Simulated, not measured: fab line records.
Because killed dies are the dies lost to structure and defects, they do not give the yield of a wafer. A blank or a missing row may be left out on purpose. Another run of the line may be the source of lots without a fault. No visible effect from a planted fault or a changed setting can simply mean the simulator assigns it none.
Which of the tools did it? || flow berkeley_cmos170 || 7 lots with 21 wafers sampled at 2 steps, on a route of 331 steps

== WHAT THE GAUGES SHOWED, per wafer ==
UCB170_PSD_CD_MEAS_06: the cd target is 1200 nm.
{"lot": "L841", "measured": "day 8 19:10", "on": "cd_sem-01", "cd_nm (nm)": "1198.7 1198.3 1200.4"}
{"lot": "L844", "measured": "day 8 19:18", "on": "cd_sem-02", "cd_nm (nm)": "1200.3 1200.5 1200.8"}
{"lot": "L846", "measured": "day 9 12:42", "on": "cd_sem-02", "cd_nm (nm)": "1200.7 1201.2 1199.3"}
{"lot": "L853", "measured": "day 11 00:08", "on": "cd_sem-02", "cd_nm (nm)": "1207.2 1207.2 1207.4"}
{"lot": "L857", "measured": "day 11 05:59", "on": "cd_sem-02", "cd_nm (nm)": "1201.2 1198.3 1200.1"}
{"lot": "L861", "measured": "day 12 10:11", "on": "cd_sem-02", "cd_nm (nm)": "1200.0 1199.6 1201.7"}
{"lot": "L863", "measured": "day 13 02:36", "on": "cd_sem-01", "cd_nm (nm)": "1200.0 1199.9 1198.7"}

== WHAT TOOL EACH LOT RAN ON (gives the tool, then ch and the chambers of the sampled wafers, and finally the start) ==
{"lot": "L841", "UCB170_PSD_COAT_01": "litho_track-01 ch 0, day 8 18:21"}
{"lot": "L844", "UCB170_PSD_COAT_01": "litho_track-04 ch 0, day 8 18:23"}
{"lot": "L846", "UCB170_PSD_COAT_01": "litho_track-01 ch 0, day 9 11:24"}
{"lot": "L853", "UCB170_PSD_COAT_01": "litho_track-04 ch 0, day 10 23:19"}
{"lot": "L857", "UCB170_PSD_COAT_01": "litho_track-01 ch 0, day 11 04:35"}
{"lot": "L861", "UCB170_PSD_COAT_01": "litho_track-03 ch 0, day 12 08:26"}
{"lot": "L863", "UCB170_PSD_COAT_01": "litho_track-01 ch 0, day 13 01:31"}
- UCB170_PSD_COAT_01: resist thk 900 nm.

== THE ANSWER, worked out from the rows above alone ==
Rule: the usual values come from the lots themselves. Put in order of their means at a reading, lots are off if they are a third of the lots or fewer, leave a main group of 4 or more, and stand apart from it by a gap of 3 or more times the standard deviation of the main group's means; of several such gaps the widest counts. If all means in a main group match to the digits the tables above print for the reading, that group is not used. Also off: a lot with no number at a reading for which 4 or more lots have one. Where the step has rows for the other lots, those lots are counted as sound.
Off: L853, at UCB170_PSD_CD_MEAS_06 (cd_nm). For the main group the mean is 1200.0 nm and the standard deviation 0.52.
If a tool, at a process step before that reading, ran all the lots that are off and no sound lot after the first of them, it fits. Gauges at UCB170_PSD_CD_MEAS_06: tried the same way as those tools. One fits: UCB170_PSD_COAT_01 on litho_track-04. A fault onset in the window from L844 (day 8 18:23, its last sound lot) to L853 (day 10 23:19, its first lot off) fits.

== WHAT THE SIMULATOR HAD PUT IN ==
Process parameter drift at UCB170_PSD_COAT_01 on litho_track-04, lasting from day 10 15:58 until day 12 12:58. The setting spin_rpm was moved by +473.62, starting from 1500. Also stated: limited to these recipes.
Struck lots among those shown: L853. The rule above found the same.
